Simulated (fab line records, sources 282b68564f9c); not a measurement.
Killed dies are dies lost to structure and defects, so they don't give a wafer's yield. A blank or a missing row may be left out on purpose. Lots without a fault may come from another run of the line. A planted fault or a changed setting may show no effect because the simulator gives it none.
A struck lot beside a sound one | flow rit_cmos | 20 steps out of a route of 202
Sound: wafers L901.2, L901.4, L901.5. Struck: wafers L902.1, L902.2, L902.5. The cause comes at the end.
At each step with rows: each side's tool, then ch and its chambers, then its first start. Under that, the readings that differ: sound wafers | struck wafers | difference of the means | sigmas: that difference in standard deviations of wafers without a fault.
alike: readings whose means differ by less than 2 such deviations, and words and numbers that are the same on both sides. not compared: withheld readings, readings that some wafer has no value for, bounds like >300 that may hide the same value, and numbers for which the record gives no deviation and whose values overlap.
The two part at a step that has a row with sigmas, a row that says differs or no value, or rows on one side only. Numbers that don't overlap but have no deviation are shown without sigmas and don't part them. A reading that every wafer of one side lacks parts them only if that side has two wafers or more.

RIT_FOX1_THK_MEAS_01:
  sound on film_metro-04, day 2 23:32; struck on film_metro-04, day 3 04:23
  alike: FOX1_OXIDE_THK
then, 2 steps without rows for these wafers: RIT_FOX1_WET_ETCH_02 (etches SiO2 in BOE, target depth 350 nm, time 390 s); RIT_FOX2_OXIDATION_00 (target thk 350.7 nm, ox time 1130 s).
RIT_FOX2_THK_MEAS_01:
  sound on film_metro-03, day 3 01:01; struck on film_metro-04, day 3 05:53
  alike: FOX2_OXIDE_THK
then, 2 steps without rows for these wafers: RIT_FOX2_CLEAN_02 (cleans in dHF, time 180 s); RIT_FOX2_WET_ETCH_03 (etches Si3N4 in H3PO4, target depth 195 nm, time 2700 s).
RIT_FOX2_THK_MEAS_90:
  sound on film_metro-02, day 3 01:58; struck on film_metro-04, day 3 06:45
  alike: FIELD_OXIDE_LEFT_1_THK
then, 5 steps without rows for these wafers: RIT_NWELL_HMDS_00 (prime time 60 s); RIT_NWELL_COAT_01 (resist thk 1300 nm); RIT_NWELL_SOFTBAKE_02 (time 60 s); RIT_NWELL_EXPOSE_03 (exposes mask M2, target cd 43900 nm); RIT_NWELL_PEB_04.
RIT_NWELL_DEVELOP_05: develop time 68 s.
  sound on litho_track-03 ch 0, day 3 02:00; struck on litho_track-03 ch 0, day 3 07:00
  alike: exhaust_pa, resist_line_temp_C
RIT_NWELL_OVL_MEAS_06:
  sound on overlay-02, day 3 02:55; struck on overlay-02, day 3 07:41
  alike: NWELL_OVL
then, 2 steps without rows for these wafers: RIT_NWELL_HARDBAKE_07 (time 120 s); RIT_NWELL_IMPLANT_08.
RIT_NWELL_STRIP_09: strips in O2, time 180 s.
  sound on plasma_asher-04 ch 0,1, day 3 03:20; struck on plasma_asher-02 ch 0,1, day 3 08:08
  alike: drypump_motor_current_A
  not compared: rf_hours_counter_h
RIT_NWELL_TW_MEAS_10:
  sound on film_metro-03, day 3 03:31; struck on film_metro-02, day 3 08:19
  reading  | sound          | struck         | difference | sigmas
  NWELL_TW | 2153 2153 2155 | 2089 2088 2090 | -65        | -5
then, 1 step without rows for these wafers: RIT_PWELL_HMDS_00 (prime time 60 s).
RIT_M1_PROBE_99:
  the record has rows for the sound wafers here (prober-01, day 4 14:20) and none for the struck ones

WHERE THEY PART
First at RIT_NWELL_TW_MEAS_10; last, within this record, at RIT_M1_PROBE_99.

WHY: what the simulator had put in
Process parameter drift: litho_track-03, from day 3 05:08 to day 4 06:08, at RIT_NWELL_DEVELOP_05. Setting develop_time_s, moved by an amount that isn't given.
